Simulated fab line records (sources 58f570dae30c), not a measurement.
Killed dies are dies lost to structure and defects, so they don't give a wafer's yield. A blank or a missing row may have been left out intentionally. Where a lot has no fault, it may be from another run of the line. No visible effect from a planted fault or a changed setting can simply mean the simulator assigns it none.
8D (eight disciplines) problem report, filled in by code + flow berkeley-cmos170 + the parts of the form that need people (team, actions taken, sign-off) are left out

## 1. WHAT IS WRONG
Wafers with no fault read 12.001 mTorr with a standard deviation of 0.012, whereas chamber-pressure-mTorr at UCB170_M3_METAL_ETCH_18 reads a mean of 14.420 mTorr on 1 wafer of 1 lot. That is +99 or more standard deviations from the usual mean.
The step: etches Al in Cl2/BCl3, stops on SiO2, target depth 1170 nm, time 195 s.
The first sign was on wafer L393.3 at day 12 07:38, on rie-metal-02. At this step, 39 wafers from 13 lots have a number in the record. Rule for "out", or "out of limits": more than 4 standard deviations from the usual mean. The other wafers with a number count as sound.

## 2. WHAT IT IS; WHAT IT IS NOT
| question                    | is                     | is not                                                                             |
|-----------------------------|------------------------|------------------------------------------------------------------------------------|
| which readings at this step | chamber-pressure-mTorr | drypump-motor-current-A, he-backside-leak-sccm, oes-product-au, throttle-valve-pct |
| which lots                  | L393                   | L375, L376, L377, L378, L379, L380, L381, L391, L394, L396, L397, L398             |
| which wafers of those lots  | L393.3                 | L393.4, L393.6                                                                     |
| read on which tools         | rie-metal-02           | rie-metal-01, rie-metal-04                                                         |
| when                        | from day 12 07:38      | up to then (29 sound wafers); but 9 sound wafers of L396, L397, L398 came after    |

## 3. THE SUSPECTS, EACH WITH WHAT RULES IT OUT
Counting: a tool at a process step up to the reading stays a suspect if it ran every lot that is out. Sound lots after the first of them don't rule it out here, since some wafers of a struck lot are sound.
- rie-diel-02 at UCB170_M1_ETCH_11 (etches BARC in N2/H2): kept. It ran the lot that is out, L393 (day 11 15:50); its last sound lot up to then is L381 (day 8 23:24).
- rie-metal-02 at UCB170_M3_METAL_ETCH_18 (etches Al in Cl2/BCl3, stops on SiO2, target depth 1170 nm, time 195 s): kept. It ran the lot that is out, L393 (day 12 07:38); its last sound lot up to then is L391 (day 12 04:51). Its own readings are out on those wafers: chamber-pressure-mTorr.
- At UCB170_M1_ETCH_11, inside rie-diel-02: chamber 0 took the wafers that are out, while their sound lot-mates went through chambers 1, 2.
- Within rie-metal-02 at UCB170_M3_METAL_ETCH_18: the wafers that are out ran in chamber 0; their sound lot-mates ran in chamber 1.
The count leaves rie-metal-02 at UCB170_M3_METAL_ETCH_18 and rie-diel-02 at UCB170_M1_ETCH_11.

## 4. THE CAUSE (what the simulator had put in)
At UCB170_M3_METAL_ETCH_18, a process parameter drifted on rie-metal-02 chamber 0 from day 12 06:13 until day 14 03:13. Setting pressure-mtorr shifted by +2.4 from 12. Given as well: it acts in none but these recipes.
Counting leaves 2 suspects; this tool is one of them.

## 5. SEQUENCE OF EFFECTS, ordered by route
Each row: a reading where the mean over the struck wafers with a number is more than 3 standard deviations away from the usual. Readings are gone through only where the record gives a usual standard deviation; hours: the median, over the lots, of the time from a lot's start at the first step in this table giving one to that lot's start at this step; sigmas: the change measured in usual standard deviations.
| hours | step                    | reading                | usual        | on struck wafers | change | sigmas      |
|-------|-------------------------|------------------------|--------------|------------------|--------|-------------|
| 0     | UCB170_M3_METAL_ETCH_18 | chamber-pressure-mTorr | 12.001 mTorr | 14.420           | +2.419 | +99 or more |
Its process steps:
- UCB170_M3_METAL_ETCH_18: etches Al in Cl2/BCl3, stops on SiO2, target depth 1170 nm, time 195 s.

## 6. HOW IT WOULD HAVE BEEN CAUGHT EARLIER
In this record the first reading out of limits was taken at day 12 07:38, 1 hour after the fault began at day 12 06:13.
